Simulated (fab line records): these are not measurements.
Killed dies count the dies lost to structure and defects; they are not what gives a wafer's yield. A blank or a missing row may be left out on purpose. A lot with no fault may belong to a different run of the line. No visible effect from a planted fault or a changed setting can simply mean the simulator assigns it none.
2 desks looking at one fault -- flow rit cmos -- every desk sees just its own numbers, and what lay behind them comes last

## FROM THE METROLOGY DESK
Means of the sampled wafers that have a number, per lot and without regard to the tool the lot ran on: this is what the gauges read. The brackets show how far a lot's mean lies from the usual mean; more than 4 standard deviations puts the lot out of limits, marked OUT.
Columns: A = CONTACT_TEOS_THK at RIT_CONTACT_THK_MEAS_01, usual 399 nm
lot,first seen here,A
L753,day 3 21:56,398
L754,day 3 22:14,395
L755,day 4 07:25,401
L756,day 4 12:15,405
L758,day 4 22:25,401
L759,day 5 02:41,400
L762,day 5 16:50,344 (-11) OUT
L766,day 6 06:21,340 (-12) OUT
L767,day 6 14:26,405
L769,day 6 23:28,397
L770,day 7 01:07,398
L772,day 7 13:04,402
L774,day 8 06:26,396
L775,day 8 07:29,397
This desk finds L762, L766 out of limits, with the earliest case on L762 at day 5 16:50 (CONTACT_TEOS_THK at RIT_CONTACT_THK_MEAS_01). L753, L754, L755, L756, L758, L759, L767, L769, L770, L772, L774, L775: within limits.

## DESK OF THE TOOL OWNER: pecvd-02
The tool's own readings at RIT_CONTACT_CVD_00 (deposits SiO2 from TEOS, target thk 400 nm, time 61 s): means of the sampled wafers that have a number, for each lot that ran on this tool. The brackets show how far a lot's mean lies from the usual mean; more than 4 standard deviations puts the lot out of limits, marked OUT.
Columns: A = heater power w at RIT_CONTACT_CVD_00, usual 325 W
lot,first seen here,A
L753,day 3 21:52,331
L756,day 4 12:11,336
L759,day 5 02:38,330
L762,day 5 16:46,310
L766,day 6 06:18,318
Finding of this desk: none of the 5 lots has anything out of limits.

## TAKEN TOGETHER
An alarm was possible from the metrology desk at day 5 16:50, on L762, L766.
The tool owner's desk saw nothing out of limits.
The tool owner's desk has L762, L766 on record, within its limits.
Of the lots named, all ran RIT_CONTACT_CVD_00 on pecvd-02.

## WHAT HAD BEEN PUT IN BY THE SIMULATOR
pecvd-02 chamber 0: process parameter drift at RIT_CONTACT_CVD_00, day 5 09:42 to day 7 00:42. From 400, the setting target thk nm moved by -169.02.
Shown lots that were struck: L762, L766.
Delay in hours, fault start to first out-of-limits reading, per desk: metrology desk 7.
